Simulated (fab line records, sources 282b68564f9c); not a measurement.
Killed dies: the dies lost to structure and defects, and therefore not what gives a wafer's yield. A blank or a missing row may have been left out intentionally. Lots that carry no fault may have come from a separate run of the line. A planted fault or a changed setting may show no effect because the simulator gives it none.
fab line records	flow rit_cmos
record lots=14	wafers=42	last_day=7
route steps=202 shown GATE@92 PSD@148 CONTACT@168 M1@199
lots with no fault: from the same line, run without faults
start_h: the number of hours between the record's first day and the start of the first shown wafer of the lot	wait_h: hours elapsed since this lot's preceding step	" identical to the entry in the row above	L1.1+2: several wafers, shown together as one row	- no value, or no start was given	* or withheld: withheld	< > ~ a bound
route shown NAME@n: names a module that has steps shown in the file, with the first one's number in the route	usual: average and standard deviation across the fault-free wafers	same: alike in all rows	chamber/n: place in a boat	sites: per-site readings	_std_site: standard deviation across them	_edge_site: mean of outer sites minus mean of inner sites	radius_mm: how far each site lies from the wafer's centre	mask NAME#n: copy n	behind: the tool/chamber that last shaped the wafer	hold: what put the lot on hold/how long, in hours/how the hold closed	device: the transistor (n, p or np) that didn't switch	end of line: the route-end tests of the same wafers	step lacking rows: just its recipe	killed: count of dies lost to structure and defects at first sort (not the wafer's yield)	map: the dies of a wafer, with x for killed, . for not killed, _ for no die there
set.NAME: the run value of the setting; set.NAME@STEP: its run value at that earlier step	model.NAME: the simulator's own value behind a step, which no gauge read
the route's steps for a sample of lots (tables are steps, rows are wafers)
services: a tool's chamber out of use, with start hour (start_h, from the record's first day; less than 0 if before it), hours out, and reason
## steps
# step RIT_GATE_CD_MEAS_16
# recipe target_cd_nm=150
# usual cd_nm=149/3.1
lot.wafer	tool	chamber	start_h	wait_h	cd_nm
L454.3	cd_sem-02	-	38.19	-	150
L454.5	"	-	"	"	148
L454.6	"	-	"	"	147
L455.1	cd_sem-01	-	46.99	-	153
L455.2	"	-	"	"	150
L455.6	"	-	"	"	152
L456.1	cd_sem-01	-	48.85	-	145
L456.2	"	-	"	"	148
L456.3	"	-	"	"	147
L457.1	cd_sem-01	-	52.86	-	149
L457.4	"	-	"	"	151
L457.5	"	-	"	"	149
L461.1	cd_sem-01	-	72.62	-	153
L461.3	"	-	"	"	155
L461.4	"	-	"	"	154
L464.1	cd_sem-01	-	90.70	-	153
L464.3	"	-	"	"	151
L464.5	"	-	"	"	153
L467.2	cd_sem-01	-	106.81	-	151
L467.3	"	-	"	"	152
L467.5	"	-	"	"	152
L468.1	cd_sem-02	-	107.43	-	149
L468.2	"	-	"	"	150
L468.3	"	-	"	"	148
L470.2	cd_sem-02	-	121.42	-	144
L470.4	"	-	"	"	142
L470.6	"	-	"	"	143
L471.2	cd_sem-02	-	127.57	-	145
L471.4	"	-	"	"	148
L471.6	"	-	"	"	148
L473.4	cd_sem-01	-	132.48	-	149
L473.5	"	-	"	"	152
L473.6	"	-	"	"	151
L474.2	cd_sem-02	-	141.98	-	150
L474.4	"	-	"	"	149
L474.6	"	-	"	"	149
L476.2	cd_sem-01	-	152.01	-	148
L476.4	"	-	"	"	148
L476.6	"	-	"	"	147
L477.2	cd_sem-02	-	156.13	-	151
L477.4	"	-	"	"	150
L477.5	"	-	"	"	149
# step RIT_PSD_OVL_MEAS_06
# usual PSD_OVL=-0.1/1.3
lot.wafer	tool	chamber	start_h	wait_h	PSD_OVL[nm]
L454.3	overlay-01	-	51.86	-	0.1
L454.5	"	-	"	"	0.7
L454.6	"	-	"	"	-0.6
L455.1	overlay-02	-	58.70	-	-2.0
L455.2	"	-	"	"	-1.4
L455.6	"	-	"	"	-1.9
L456.1	overlay-02	-	61.29	-	-0.7
L456.2	"	-	"	"	1.3
L456.3	"	-	"	"	0.2
L457.1	overlay-01	-	64.57	-	0.5
L457.4	"	-	"	"	1.5
L457.5	"	-	"	"	0.2
L461.1	overlay-01	-	86.50	-	0.6
L461.3	"	-	"	"	0.4
L461.4	"	-	"	"	1.5
L464.1	overlay-01	-	103.29	-	-2.4
L464.3	"	-	"	"	-2.9
L464.5	"	-	"	"	-1.4
L467.2	overlay-02	-	118.15	-	0.9
L467.3	"	-	"	"	0.2
L467.5	"	-	"	"	0.4
L468.1	overlay-02	-	119.85	-	2.1
L468.2	"	-	"	"	-0.6
L468.3	"	-	"	"	-1.7
L470.2	overlay-01	-	135.81	-	1.5
L470.4	"	-	"	"	0.4
L470.6	"	-	"	"	-0.6
L471.2	overlay-01	-	139.83	-	-2.0
L471.4	"	-	"	"	-1.5
L471.6	"	-	"	"	-1.4
L473.4	overlay-01	-	144.37	-	0.9
L473.5	"	-	"	"	2.1
L473.6	"	-	"	"	-0.2
L474.2	overlay-01	-	154.73	-	-0.4
L474.4	"	-	"	"	-0.2
L474.6	"	-	"	"	-2.4
L476.2	overlay-01	-	163.92	-	0.8
L476.4	"	-	"	"	1.4
L476.6	"	-	"	"	0.9
L477.2	overlay-02	-	167.89	-	-1.9
L477.4	"	-	"	"	0.1
L477.5	"	-	"	"	-1.8
# step RIT_CONTACT_CVD_00
# recipe material=SiO2	target_thk_nm=400	precursor=TEOS	temp_c=390	time_s=61	rf_w=400
# usual heater_power_w=316/53
lot.wafer	tool	chamber	start_h	wait_h	heater_power_w
L454.3	pecvd-01	1	53.85	0.0	285
L454.5	"	2	"	"	308
L454.6	"	0	"	"	346
L455.1	pecvd-04	0	60.69	0.1	232
L455.2	"	2	"	"	299
L455.6	"	0	"	"	242
L456.1	pecvd-02	1	63.29	0.1	378
L456.2	"	2	"	"	296
L456.3	"	0	"	"	336
L457.1	pecvd-01	2	66.74	0.1	260
L457.4	"	1	"	"	348
L457.5	"	2	"	"	266
L461.1	pecvd-04	1	88.52	0.1	324
L461.3	"	0	"	"	208
L461.4	"	1	"	"	336
L464.1	pecvd-04	0	105.38	0.1	212
L464.3	"	1	"	"	285
L464.5	"	0	"	"	217
L467.2	pecvd-02	2	120.16	0.0	342
L467.3	"	0	"	"	291
L467.5	"	0	"	"	316
L468.1	pecvd-01	1	121.91	0.1	323
L468.2	"	2	"	"	287
L468.3	"	0	"	"	386
L470.2	pecvd-02	0	137.80	0.0	277
L470.4	"	0	"	"	296
L470.6	"	1	"	"	340
L471.2	pecvd-01	0	141.83	0.0	420
L471.4	"	1	"	"	282
L471.6	"	2	"	"	291
L473.4	pecvd-02	1	146.54	0.0	388
L473.5	"	0	"	"	337
L473.6	"	2	"	"	273
L474.2	pecvd-01	1	156.74	0.0	303
L474.4	"	1	"	"	323
L474.6	"	0	"	"	315
L476.2	pecvd-02	1	165.92	0.0	362
L476.4	"	2	"	"	321
L476.6	"	0	"	"	324
L477.2	pecvd-01	2	169.92	0.0	259
L477.4	"	2	"	"	270
L477.5	"	1	"	"	337
# step RIT_CONTACT_THK_MEAS_01
# recipe reads=SiO2_of_CONTACT_CVD_00
# usual CONTACT_TEOS_THK=400/5.5
lot.wafer	tool	chamber	start_h	wait_h	CONTACT_TEOS_THK[nm]
L454.3	film_metro-01	-	53.92	0.0	399
L454.5	"	-	"	"	400
L454.6	"	-	"	"	408
L455.1	film_metro-04	-	60.74	0.0	399
L455.2	"	-	"	"	398
L455.6	"	-	"	"	407
L456.1	film_metro-01	-	63.34	0.0	392
L456.2	"	-	"	"	396
L456.3	"	-	"	"	395
L457.1	film_metro-03	-	66.79	0.0	392
L457.4	"	-	"	"	407
L457.5	"	-	"	"	404
L461.1	film_metro-01	-	88.57	0.0	148
L461.3	"	-	"	"	149
L461.4	"	-	"	"	151
L464.1	film_metro-04	-	105.43	0.0	147
L464.3	"	-	"	"	150
L464.5	"	-	"	"	155
L467.2	film_metro-03	-	120.22	0.0	400
L467.3	"	-	"	"	391
L467.5	"	-	"	"	402
L468.1	film_metro-01	-	121.96	0.0	399
L468.2	"	-	"	"	395
L468.3	"	-	"	"	397
L470.2	film_metro-01	-	137.86	0.0	396
L470.4	"	-	"	"	399
L470.6	"	-	"	"	397
L471.2	film_metro-04	-	141.90	0.0	397
L471.4	"	-	"	"	402
L471.6	"	-	"	"	397
L473.4	film_metro-03	-	146.59	0.0	400
L473.5	"	-	"	"	410
L473.6	"	-	"	"	400
L474.2	film_metro-03	-	156.82	0.1	405
L474.4	"	-	"	"	412
L474.6	"	-	"	"	407
L476.2	film_metro-04	-	165.98	0.0	392
L476.4	"	-	"	"	407
L476.6	"	-	"	"	405
L477.2	film_metro-03	-	169.98	0.0	399
L477.4	"	-	"	"	399
L477.5	"	-	"	"	405
# step RIT_M1_CD_MEAS_90
# recipe target_cd_nm=2600
# usual cd_nm=2600.2/2.8
lot.wafer	tool	chamber	start_h	wait_h	cd_nm
L454.3	cd_sem-02	-	58.41	0.1	2606.2
L454.5	"	-	"	"	2602.8
L454.6	"	-	"	"	2601.9
L455.1	cd_sem-02	-	65.50	0.1	2603.1
L455.2	"	-	"	"	2604.6
L455.6	"	-	"	"	2602.4
L456.1	cd_sem-02	-	67.87	0.1	2600.1
L456.2	"	-	"	"	2604.3
L456.3	"	-	"	"	2598.9
L457.1	cd_sem-01	-	71.65	0.1	2605.2
L457.4	"	-	"	"	2604.0
L457.5	"	-	"	"	2605.6
L461.1	cd_sem-02	-	93.21	0.1	2599.4
L461.3	"	-	"	"	2601.8
L461.4	"	-	"	"	2600.7
L464.1	cd_sem-02	-	110.14	0.1	2600.1
L464.3	"	-	"	"	2597.4
L464.5	"	-	"	"	2597.4
L467.2	cd_sem-02	-	124.80	0.1	2598.5
L467.3	"	-	"	"	2596.9
L467.5	"	-	"	"	2599.4
L468.1	cd_sem-02	-	126.66	0.1	2600.1
L468.2	"	-	"	"	2604.6
L468.3	"	-	"	"	2601.1
L470.2	cd_sem-02	-	142.63	0.1	2601.8
L470.4	"	-	"	"	2604.1
L470.6	"	-	"	"	2600.4
L471.2	cd_sem-02	-	146.45	0.1	2599.3
L471.4	"	-	"	"	2600.9
L471.6	"	-	"	"	2602.9
L473.4	cd_sem-02	-	151.07	0.1	2600.4
L473.5	"	-	"	"	2602.1
L473.6	"	-	"	"	2601.7
L474.2	cd_sem-02	-	161.36	0.1	2594.0
L474.4	"	-	"	"	2594.8
L474.6	"	-	"	"	2592.7
L476.2	cd_sem-02	-	170.61	0.1	2600.5
L476.4	"	-	"	"	2603.6
L476.6	"	-	"	"	2603.2
L477.2	cd_sem-01	-	174.96	0.1	2597.3
L477.4	"	-	"	"	2602.5
L477.5	"	-	"	"	2603.1
# step RIT_M1_PROBE_99
# usual killed_at_contacts=0.0/0.22	killed_at_front_end=7/3.3	killed_dies=7/3.3	killed_on_rim=1.9/1.4	killed_open=3.3/1.9	killed_short=3.6/2.1
# same gross_dies=264	killed_at_M0_to_M3=0	killed_at_M4_up=0	killed_at_back_side=0	killed_at_other=0
lot.wafer	tool	chamber	start_h	wait_h	killed_at_contacts	killed_at_front_end	killed_dies	killed_on_rim	killed_open	killed_short
L464.1	prober-01	-	111.88	0.1	0	1	1	0	1	0
L464.3	prober-01	-	111.98	0.2	0	4	4	2	3	1
L464.5	prober-01	-	112.08	0.2	0	4	4	1	2	2
L467.2	prober-02	-	126.57	0.1	0	6	6	1	2	4
L467.3	prober-02	-	126.62	0.2	2	9	11	3	4	7
L467.5	prober-02	-	126.72	0.2	0	10	10	2	4	6
L468.1	prober-01	-	128.40	0.1	0	8	8	2	4	4
L468.2	prober-01	-	128.45	0.1	0	6	6	0	2	4
L468.3	prober-01	-	128.50	0.2	0	7	7	2	2	5
L473.4	prober-02	-	152.90	0.2	1	5	6	1	4	2
L473.5	prober-02	-	152.95	0.2	0	8	8	4	4	4
L473.6	prober-02	-	153.00	0.2	0	3	3	1	2	1
L474.2	prober-01	-	163.13	0.1	0	13	13	3	5	8
L474.4	prober-01	-	163.23	0.2	0	8	8	2	3	5
L474.6	prober-01	-	163.33	0.2	0	9	9	5	3	6
# killed by level:class
L464.1 REOX:geometric_particle:open=1
L464.3 SILICIDE:geometric_particle:open=2 FOX1:geometric_particle:open=1 SILICIDE:geometric_particle:short=1
L464.5 FOX2:geometric_particle:open=1 GATE:geometric_particle:short=1 REOX:geometric_particle:open=1 SILICIDE:geometric_particle:short=1
L467.2 GATE:geometric_particle:open=2 REOX:geometric_particle:short=2 FOX1:geometric_particle:short=1 GATE:geometric_particle:short=1
L467.3 FOX1:geometric_particle:short=2 CONTACT:geometric_particle:short=2 FOX1:geometric_particle:open=1 FOX2:geometric_particle:open=1 GATE:geometric_particle:open=1 GATE:geometric_particle:short=1 REOX:geometric_particle:short=1 SPACER:geometric_particle:open=1
L467.5 SILICIDE:geometric_particle:short=3 GATE:geometric_particle:short=2 SILICIDE:geometric_particle:open=2 GATE:geometric_particle:open=1 REOX:geometric_particle:open=1 SPACER:geometric_particle:short=1
L468.1 FOX1:geometric_particle:short=1 FOX1:geometric_particle:open=1 FOX2:geometric_particle:short=1 GATE:geometric_particle:open=1 REOX:geometric_particle:open=1 SPACER:geometric_particle:open=1 SPACER:geometric_particle:short=1 SILICIDE:geometric_particle:short=1
L468.2 SPACER:geometric_particle:short=3 GATE:geometric_particle:open=1 REOX:geometric_particle:short=1 SPACER:geometric_particle:open=1
L468.3 FOX1:geometric_particle:short=2 FOX2:geometric_particle:short=1 GATE:geometric_particle:open=1 GATE:geometric_particle:short=1 SILICIDE:geometric_particle:open=1 SILICIDE:geometric_particle:short=1
L473.4 GATE:geometric_particle:open=2 REOX:geometric_particle:open=2 REOX:geometric_particle:short=1 CONTACT:geometric_particle:short=1
L473.5 REOX:geometric_particle:short=3 REOX:geometric_particle:open=2 FOX2:geometric_particle:open=1 GATE:geometric_particle:open=1 GATE:geometric_particle:short=1
L473.6 GATE:geometric_particle:short=1 GATE:geometric_particle:open=1 REOX:geometric_particle:open=1
L474.2 FOX1:geometric_particle:open=3 FOX1:geometric_particle:short=3 GATE:geometric_particle:short=2 FOX2:geometric_particle:short=1 REOX:geometric_particle:open=1 SPACER:geometric_particle:short=1 SILICIDE:geometric_particle:open=1 SILICIDE:geometric_particle:short=1
L474.4 FOX1:geometric_particle:short=2 GATE:geometric_particle:short=2 REOX:geometric_particle:open=2 FOX1:geometric_particle:open=1 REOX:geometric_particle:short=1
L474.6 GATE:geometric_particle:short=4 FOX1:geometric_particle:open=2 FOX1:geometric_particle:short=1 GATE:geometric_particle:open=1 REOX:geometric_particle:short=1
## services
tool	chamber	start_h	hours	kind
pecvd-01	0	73.49	4.4	repair
pecvd-02	-	103.98	14.6	pm
pecvd-01	-	142.63	0.5	repair
pecvd-01	2	154.23	5.1	repair
## key
first_sign step=RIT_CONTACT_THK_MEAS_01	reading=CONTACT_TEOS_THK	direction=down	sigmas=46	usual=400	struck=150
effect none on later readings
met_at RIT_CONTACT_CVD_00
struck_lots L461,L464
tester_left_out L461,L464
not_acting_at RIT_GATE_CD_MEAS_16,RIT_PSD_OVL_MEAS_06,RIT_M1_CD_MEAS_90
onset_between 60.69 88.52
fault kind=process_parameter_drift	tool=pecvd-04	chamber=-	onset_h=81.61	steps=RIT_CONTACT_CVD_00	channel=target_thk_nm	offset=-253.79	shape=step	end_h=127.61	stated=400
# tester_left_out: of these lots the tester's yield and bins aren't shown, on N5 and GAA mostly nor the transistor test; their killed dies are dies lost to structure and defects alone, not to doping, threshold or leakage, so they don't give the yield
